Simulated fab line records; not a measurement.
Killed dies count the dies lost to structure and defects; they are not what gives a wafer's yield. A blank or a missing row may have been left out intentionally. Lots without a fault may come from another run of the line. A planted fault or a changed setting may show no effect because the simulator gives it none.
Which of the tools did it? | flow berkeleyCmos170 | 13 lots with 39 wafers sampled at 6 steps, on a route of 331 steps

== WHAT EACH GAUGE READ, for each wafer ==
UCB170_M2_RS_MEAS_02: the measuring method here is four-point-probe. Usual: M2_AL_RS gives 0.0323 ohm/sq (standard deviation 0.00046).
lot  | measured     | on           | M2_AL_RS (ohm/sq)    | flag
L817 | day 8 12:49  | filmMetro-03 | 0.0328 0.0322 0.0329 | 
L816 | day 8 14:01  | filmMetro-03 | 0.0316 0.0321 0.0316 | 
L820 | day 9 00:50  | filmMetro-02 | 0.0323 0.0317 0.0322 | 
L819 | day 9 05:45  | filmMetro-04 | 0.0316 0.0329 0.0322 | 
L821 | day 9 01:25  | filmMetro-02 | 0.0313 0.0315 0.0313 | 
L818 | day 9 02:52  | filmMetro-03 | 0.0324 0.0328 0.0326 | 
L825 | day 10 03:02 | filmMetro-03 | 0.0486 0.0483 0.0478 | OFF
L827 | day 10 05:05 | filmMetro-03 | 0.0503 0.0474 0.0493 | OFF
L833 | day 11 14:47 | filmMetro-03 | 0.0325 0.0324 0.0331 | 
L832 | day 11 17:17 | filmMetro-02 | 0.0326 0.0323 0.0318 | 
L835 | day 12 01:07 | filmMetro-03 | 0.0322 0.0320 0.0325 | 
L837 | day 13 02:17 | filmMetro-02 | 0.0322 0.0327 0.0325 | 
L839 | day 13 07:02 | filmMetro-03 | 0.0330 0.0320 0.0322 | 

UCB170_M2_THK_MEAS_03: measures by xrf. Usual: M2_AL_THK gives 910 nm (standard deviation 13).
lot  | measured     | on           | M2_AL_THK (nm) | flag
L817 | day 8 12:55  | filmMetro-03 | 896 916 893    | 
L816 | day 8 14:08  | filmMetro-03 | 927 911 925    | 
L820 | day 9 00:58  | filmMetro-02 | 912 932 913    | 
L819 | day 9 05:52  | filmMetro-04 | 929 887 909    | 
L821 | day 9 01:31  | filmMetro-02 | 941 935 941    | 
L818 | day 9 02:59  | filmMetro-03 | 907 889 893    | 
L825 | day 10 03:10 | filmMetro-03 | 610 614 620    | OFF
L827 | day 10 05:12 | filmMetro-03 | 590 626 599    | OFF
L833 | day 11 14:53 | filmMetro-03 | 897 899 883    | 
L832 | day 11 17:24 | filmMetro-02 | 904 914 930    | 
L835 | day 12 01:14 | filmMetro-03 | 915 922 903    | 
L837 | day 13 02:24 | filmMetro-02 | 907 899 908    | 
L839 | day 13 07:10 | filmMetro-03 | 889 916 911    | 

UCB170_M2_CD_MEAS_15: target cd 700 nm. Usual: cdNm at 699.9 nm, with a standard deviation of 1.2.
lot  | measured     | on       | cdNm (nm)         | flag
L817 | day 8 14:54  | cdSem-02 | 701.1 699.3 698.8 | 
L816 | day 8 16:05  | cdSem-01 | 698.9 699.4 699.9 | 
L820 | day 9 04:15  | cdSem-02 | 702.0 701.3 702.0 | 
L819 | day 9 07:55  | cdSem-02 | 699.2 699.6 699.9 | 
L821 | day 9 04:32  | cdSem-01 | 698.8 700.6 699.3 | 
L818 | day 9 05:11  | cdSem-02 | 698.4 697.8 698.2 | 
L825 | day 10 05:04 | cdSem-02 | 700.4 699.3 698.7 | 
L827 | day 10 08:01 | cdSem-02 | 699.3 700.1 699.2 | 
L833 | day 11 16:52 | cdSem-01 | 699.9 699.0 699.6 | 
L832 | day 11 20:05 | cdSem-01 | 701.2 701.4 699.8 | 
L835 | day 12 02:59 | cdSem-02 | 698.6 699.7 698.1 | 
L837 | day 13 04:11 | cdSem-02 | 699.8 699.2 699.2 | 
L839 | day 13 10:43 | cdSem-02 | 699.8 699.2 700.2 | 

== TOOL THAT RAN EACH LOT (tool first, then ch and the chambers of the sampled wafers, then the start) ==
lot  | UCB170_NLDD_STRIP_10                | UCB170_BACKSIDE_STRIP_03            | UCB170_M2_SPUTTER_01
L817 | plasmaAsher-04 ch 0,1, day 7 09:11  | plasmaAsher-04 ch 0,1, day 7 23:25  | pvdSputter-03, day 8 12:41
L816 | plasmaAsher-04 ch 0,1, day 7 09:37  | plasmaAsher-04 ch 0,1, day 7 23:50  | pvdSputter-04, day 8 13:55
L820 | plasmaAsher-03 ch 0,1, day 8 00:44  | plasmaAsher-01 ch 0,1, day 8 10:50  | pvdSputter-02, day 9 00:46
L819 | plasmaAsher-01 ch 0,1, day 8 02:03  | plasmaAsher-01 ch 0,1, day 8 11:20  | pvdSputter-02, day 9 05:40
L821 | plasmaAsher-03 ch 0,1, day 8 02:24  | plasmaAsher-04 ch 0,1, day 8 11:05  | pvdSputter-04, day 9 01:19
L818 | plasmaAsher-01 ch 0,1, day 8 02:38  | plasmaAsher-02 ch 0,1, day 8 11:14  | pvdSputter-03, day 9 02:47
L825 | plasmaAsher-01 ch 0,1, day 9 02:56  | plasmaAsher-04 ch 0,1, day 9 13:09  | pvdSputter-02, day 10 02:57
L827 | plasmaAsher-04 ch 0,1, day 9 03:56  | plasmaAsher-02 ch 0,1, day 9 13:51  | pvdSputter-02, day 10 04:56
L833 | plasmaAsher-04 ch 0,1, day 10 14:58 | plasmaAsher-02 ch 0,1, day 11 01:40 | pvdSputter-04, day 11 14:41
L832 | plasmaAsher-01 ch 0,1, day 10 15:21 | plasmaAsher-04 ch 0,1, day 11 01:55 | pvdSputter-03, day 11 17:11
L835 | plasmaAsher-03 ch 0,1, day 10 23:52 | plasmaAsher-01 ch 0,1, day 11 13:13 | pvdSputter-04, day 12 01:01
L837 | plasmaAsher-01 ch 0,1, day 11 22:55 | plasmaAsher-02 ch 1, day 12 11:32   | pvdSputter-03, day 13 02:11
L839 | plasmaAsher-01 ch 0,1, day 12 05:20 | plasmaAsher-04 ch 0,1, day 12 15:52 | pvdSputter-03, day 13 06:57
- UCB170_NLDD_STRIP_10: strips in O2.
- UCB170_BACKSIDE_STRIP_03: strips in O2.
- UCB170_M2_SPUTTER_01: material Al, target thk 900 nm, time 120 s.

== WHAT THE TOOLS THEMSELVES READ (means of the sampled wafers that have a number; where no wafer has one, the mark that the record gives instead) ==
UCB170_NLDD_STRIP_10. Usual: drypumpMotorCurrentA 6.0 A, standard deviation 0.38; oesProductAu 0.735 a.u., standard deviation 0.0051; stripTimeToEndpointS 21.64 s, standard deviation 0.068.
lot  | tool           | drypumpMotorCurrentA (A) | oesProductAu (a.u.) | stripTimeToEndpointS (s) | flag
L817 | plasmaAsher-04 | 5.9                      | 0.738               | 21.62                    | 
L816 | plasmaAsher-04 | 5.9                      | 0.731               | 21.58                    | 
L820 | plasmaAsher-03 | 5.3                      | 0.736               | 21.64                    | 
L819 | plasmaAsher-01 | 6.2                      | 0.737               | 21.65                    | 
L821 | plasmaAsher-03 | 5.3                      | 0.734               | 21.64                    | 
L818 | plasmaAsher-01 | 6.2                      | 0.736               | 21.60                    | 
L825 | plasmaAsher-01 | 6.3                      | 0.732               | 21.68                    | 
L827 | plasmaAsher-04 | 5.9                      | 0.735               | 21.54                    | 
L833 | plasmaAsher-04 | 6.0                      | 0.737               | 21.65                    | 
L832 | plasmaAsher-01 | 6.2                      | 0.736               | 21.66                    | 
L835 | plasmaAsher-03 | 5.6                      | 0.737               | 21.72                    | 
L837 | plasmaAsher-01 | 6.3                      | 0.735               | 21.62                    | 
L839 | plasmaAsher-01 | 6.3                      | 0.732               | 21.63                    | 

UCB170_BACKSIDE_STRIP_03. Usual: drypumpMotorCurrentA 5.8 A, standard deviation 0.52; oesProductAu 0.735 a.u., standard deviation 0.0047; stripTimeToEndpointS 21.93 s, standard deviation 0.066.
lot  | tool           | drypumpMotorCurrentA (A) | oesProductAu (a.u.) | stripTimeToEndpointS (s) | flag
L817 | plasmaAsher-04 | 5.9                      | 0.732               | 21.85                    | 
L816 | plasmaAsher-04 | 5.9                      | 0.732               | 21.92                    | 
L820 | plasmaAsher-01 | 6.3                      | 0.729               | 21.89                    | 
L819 | plasmaAsher-01 | 6.3                      | 0.738               | 21.87                    | 
L821 | plasmaAsher-04 | 5.8                      | 0.741               | 21.89                    | 
L818 | plasmaAsher-02 | 5.3                      | 0.735               | 21.84                    | 
L825 | plasmaAsher-04 | 5.9                      | 0.737               | 21.90                    | 
L827 | plasmaAsher-02 | 5.0                      | 0.742               | 21.99                    | 
L833 | plasmaAsher-02 | 5.0                      | 0.735               | 22.00                    | 
L832 | plasmaAsher-04 | 5.8                      | 0.738               | 21.98                    | 
L835 | plasmaAsher-01 | 6.2                      | 0.736               | 22.02                    | 
L837 | plasmaAsher-02 | 4.8                      | 0.732               | 21.87                    | 
L839 | plasmaAsher-04 | 6.0                      | 0.737               | 21.98                    | 

UCB170_M2_SPUTTER_01. Usual: cathodeDcPowerW 6000.0 W, standard deviation 1.1; throttleValvePct 29.8 %, standard deviation 1.4.
lot  | tool          | cathodeDcPowerW (W) | throttleValvePct (%) | flag
L817 | pvdSputter-03 | 6000.5              | 29.7                 | 
L816 | pvdSputter-04 | 6000.1              | 30.6                 | 
L820 | pvdSputter-02 | 5999.8              | 29.8                 | 
L819 | pvdSputter-02 | 5999.9              | 28.6                 | 
L821 | pvdSputter-04 | 5999.4              | 31.4                 | 
L818 | pvdSputter-03 | 5999.6              | 29.5                 | 
L825 | pvdSputter-02 | 6001.1              | 29.0                 | 
L827 | pvdSputter-02 | 5998.8              | 28.1                 | 
L833 | pvdSputter-04 | 5999.9              | 30.9                 | 
L832 | pvdSputter-03 | 5999.8              | 29.5                 | 
L835 | pvdSputter-04 | 5999.3              | 29.8                 | 
L837 | pvdSputter-03 | 5999.3              | 29.7                 | 
L839 | pvdSputter-03 | 5999.2              | 28.8                 | 

== THE ANSWER, worked out from the rows above alone ==
Rule: take the mean of a lot's wafers that have a number; if it is more than 3 standard deviations from the usual mean, the lot is off. A lot without any number at a reading at which 4 lots or more have one is off too. All remaining lots with rows at the step are treated as sound. After the gauges, taken in route order, come the tools' own readings; for these a lot's mean is taken, as printed above. The first step at which some lot is off is used, and at that step the reading that is off furthest; a lot without a number counts as furthest.
Off: L825, L827, seen at UCB170_M2_RS_MEAS_02 (M2_AL_RS).
A tool fits if, at a process step before that reading, it ran every lot that is off, and no sound lot after the first of them. The gauges at UCB170_M2_RS_MEAS_02 are tried like those tools. One fits: pvdSputter-02 at UCB170_M2_SPUTTER_01. A fault onset in the window from L819 (day 9 05:40, its last sound lot) to L825 (day 10 02:57, its first lot off) fits.

== WHAT THE SIMULATOR HAD INSERTED ==
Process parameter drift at UCB170_M2_SPUTTER_01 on pvdSputter-02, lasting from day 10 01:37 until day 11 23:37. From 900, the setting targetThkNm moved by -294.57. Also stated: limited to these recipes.
Lots struck among those shown: L825, L827. The rule given above showed the same thing.
